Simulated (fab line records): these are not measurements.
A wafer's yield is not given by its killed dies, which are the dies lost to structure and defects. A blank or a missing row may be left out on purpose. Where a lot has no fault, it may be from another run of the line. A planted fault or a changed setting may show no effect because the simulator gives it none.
Tool commonality check -- flow ritCmos -- 14 lots, 42 wafers sampled

WHY THIS WAS OPENED
RIT_GATE_THK_MEAS_07, reading GATE_OXIDE_THK: flagged on 2 of 14 lots. No-fault wafers: 3.04 nm, standard deviation 0.07.
Rule: a lot is flagged in two cases, either no wafer of it has a number, or all its wafers with numbers fall more than 4 standard deviations from that mean. The other lots count as sound.

lot,measured,on,"GATE_OXIDE_THK (nm), wafer by wafer",flag
L418,day 2 11:50,filmMetro-04,3.02 3.07 3.07,
L420,day 3 01:04,filmMetro-02,2.99 3.00 2.94,
L421,day 3 04:35,filmMetro-04,3.11 3.14 3.08,
L423,day 3 16:10,filmMetro-01,3.05 2.98 2.98,
L425,day 3 21:32,filmMetro-04,3.09 3.06 3.00,
L426,day 4 06:54,filmMetro-01,3.10 2.98 3.06,
L427,day 4 10:50,filmMetro-02,2.56 2.59 2.64,FLAGGED
L428,day 4 13:33,filmMetro-01,3.16 3.11 3.17,
L429,day 4 17:58,filmMetro-01,2.58 2.67 2.64,FLAGGED
L430,day 5 01:53,filmMetro-04,2.93 2.98 3.00,
L431,day 5 03:45,filmMetro-04,2.94 3.04 2.95,
L432,day 5 07:23,filmMetro-01,3.08 3.11 3.11,
L437,day 6 10:25,filmMetro-02,2.92 2.89 2.98,
L441,day 7 07:06,filmMetro-04,3.03 3.05 3.08,
On average the flagged lots' numbers are 2.61 nm, which is -0.43 nm against the usual, or -6 standard deviations.

EACH LOT AND THE TOOL IT RAN ON
The record keeps 1 process step preceding the reading, out of 202 steps on the route. Every cell lists first the tool, next ch and the chambers used by the sampled wafers, and last the start.
lot,flag,RIT_GATE_OXIDATION_05
L418,,"furnace-01 ch 0, day 2 10:28"
L420,,"furnace-01 ch 0, day 2 23:44"
L421,,"furnace-04 ch 0, day 3 03:14"
L423,,"furnace-01 ch 0, day 3 14:31"
L425,,"furnace-03 ch 0, day 3 19:58"
L426,,"furnace-03 ch 0, day 4 03:58"
L427,FLAGGED,"furnace-03 ch 0, day 4 09:31"
L428,,"furnace-04 ch 0, day 4 11:45"
L429,FLAGGED,"furnace-03 ch 0, day 4 16:38"
L430,,"furnace-01 ch 0, day 4 22:36"
L431,,"furnace-01 ch 0, day 5 02:25"
L432,,"furnace-01 ch 0, day 5 06:03"
L437,,"furnace-01 ch 0, day 6 09:05"
L441,,"furnace-04 ch 0, day 7 04:28"
What is done by these steps:
- RIT_GATE_OXIDATION_05: target thk 3 nm, ox time 270 s.
- RIT_GATE_THK_MEAS_07

FLAGGED OVER TOTAL, TOOL BY TOOL (the gauges that took the reading come last)
step,tool,lots run,flagged,share of the flagged lots,sound lots run after its first flagged lot
RIT_GATE_OXIDATION_05,furnace-01,7,0,none,-
RIT_GATE_OXIDATION_05,furnace-03,4,2,all,0
RIT_GATE_OXIDATION_05,furnace-04,3,0,none,-
RIT_GATE_THK_MEAS_07,filmMetro-01,5,1,some,1 (L432)
RIT_GATE_THK_MEAS_07,filmMetro-02,3,1,some,1 (L437)
RIT_GATE_THK_MEAS_07,filmMetro-04,6,0,none,-

THE TABLE: WHAT IT ALLOWS
All flagged lots share 1 row of the table, namely furnace-03 at RIT_GATE_OXIDATION_05.
- furnace-03 at RIT_GATE_OXIDATION_05 ran 4 lots, 2 of them flagged. A fault beginning between L426 (day 4 03:58), its last sound lot, and L427 (day 4 09:31), its first flagged one, fits the data. Its own readings (spikeTcCentreC, spikeTcLoadC, tubeCenterTempC, tube_center_temp_C_max) fall more than 4 standard deviations out on all wafers of the flagged lots.
furnace-03 at RIT_GATE_OXIDATION_05 is the single tool remaining.

WHAT THE SIMULATOR HAD PUT IN
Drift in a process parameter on furnace-03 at RIT_GATE_OXIDATION_05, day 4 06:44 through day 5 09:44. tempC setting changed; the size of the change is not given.
Lots struck among those shown: L427, L429. The rule above found the same.
